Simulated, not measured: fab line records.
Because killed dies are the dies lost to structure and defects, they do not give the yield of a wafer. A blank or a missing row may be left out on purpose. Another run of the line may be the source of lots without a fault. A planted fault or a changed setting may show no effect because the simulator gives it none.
Tool commonality check ; flow berkeley cmos170 ; 14 lots and 42 wafers in the sample

THE REASON FOR OPENING IT
Of 14 lots, 2 have the reading M2_AL_RS flagged at UCB170_M2_RS_MEAS_02. Fault-free wafers read 0.03223 ohm/sq, with a standard deviation of 0.00025.
Rule: a lot gets a flag if all its wafers with a number sit over 4 standard deviations from that mean, or if no wafer of it has a number. The rest of the lots are taken to be sound.

lot;measured;on;M2_AL_RS (ohm/sq), wafer by wafer;flag
L912;day 7 18:16;film metro-03;0.03219 0.03219 0.032;
L914;day 7 23:44;film metro-03;0.03183 0.03192 0.03243;
L917;day 8 05:58;film metro-04;0.0325 0.03204 0.03205;
L918;day 8 18:57;film metro-03;0.03216 0.03241 0.032;
L919;day 8 20:05;film metro-02;0.03209 0.03242 0.03204;
L920;day 8 21:20;film metro-03;0.03218 0.0323 0.03232;
L921;day 9 07:16;film metro-03;0.03185 0.03222 0.03184;
L922;day 9 12:31;film metro-02;0.03241 0.03227 0.03202;
L923;day 9 12:38;film metro-04;0.03229 0.03243 0.03244;
L927;day 10 15:24;film metro-04;0.03254 0.03251 0.03213;
L926;day 10 15:54;film metro-04;0.03573 0.03559 0.03581;FLAGGED
L931;day 11 02:57;film metro-03;0.03573 0.03591 0.03567;FLAGGED
L930;day 11 03:26;film metro-04;0.0321 0.03231 0.03224;
L934;day 12 05:44;film metro-02;0.03187 0.03196 0.03203;
The mean of the flagged lots' numbers is 0.03574 ohm/sq, +0.00351 ohm/sq from the usual (+14 standard deviations).

TOOL THAT RAN EACH LOT
The record keeps 1 process step preceding the reading, out of 331 steps on the route. Cell contents, in order: the tool; ch with the chambers the sampled wafers went through; the start.
lot;flag;UCB170_M2_SPUTTER_01
L912;;pvd sputter-04, day 7 18:08
L914;;pvd sputter-03, day 7 23:39
L917;;pvd sputter-02, day 8 05:52
L918;;pvd sputter-03, day 8 18:50
L919;;pvd sputter-04, day 8 20:00
L920;;pvd sputter-02, day 8 21:15
L921;;pvd sputter-04, day 9 07:10
L922;;pvd sputter-02, day 9 12:25
L923;;pvd sputter-03, day 9 12:32
L927;;pvd sputter-02, day 10 15:19
L926;FLAGGED;pvd sputter-03, day 10 15:48
L931;FLAGGED;pvd sputter-03, day 11 02:52
L930;;pvd sputter-02, day 11 03:21
L934;;pvd sputter-02, day 12 05:38
What these steps do:
- UCB170_M2_SPUTTER_01: material Al, target thk 900 nm, time 120 s.
- UCB170_M2_RS_MEAS_02: measures by four-point-probe.

FLAGGED OVER TOTAL, TOOL BY TOOL (the gauges that took the reading come last)
step;tool;lots run;flagged;share of the flagged lots;sound lots run after its first flagged lot
UCB170_M2_SPUTTER_01;pvd sputter-02;6;0;none;-
UCB170_M2_SPUTTER_01;pvd sputter-03;5;2;all;0
UCB170_M2_SPUTTER_01;pvd sputter-04;3;0;none;-
UCB170_M2_RS_MEAS_02;film metro-02;3;0;none;-
UCB170_M2_RS_MEAS_02;film metro-03;6;1;some;0
UCB170_M2_RS_MEAS_02;film metro-04;5;1;some;1 (L930)

WHAT THE TABLE PERMITS
1 row of the table ran every flagged lot: pvd sputter-03 at UCB170_M2_SPUTTER_01.
- pvd sputter-03 at UCB170_M2_SPUTTER_01: 2 of its 5 lots flagged. Last sound lot L923 at day 9 12:32, first flagged lot L926 at day 10 15:48; a fault beginning in between fits.
pvd sputter-03 at UCB170_M2_SPUTTER_01 is the single tool remaining.

WHAT WAS PUT IN BY THE SIMULATOR
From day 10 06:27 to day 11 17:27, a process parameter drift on pvd sputter-03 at UCB170_M2_SPUTTER_01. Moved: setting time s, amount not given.
Shown lots that were struck: L926, L931. The rule above found the same.
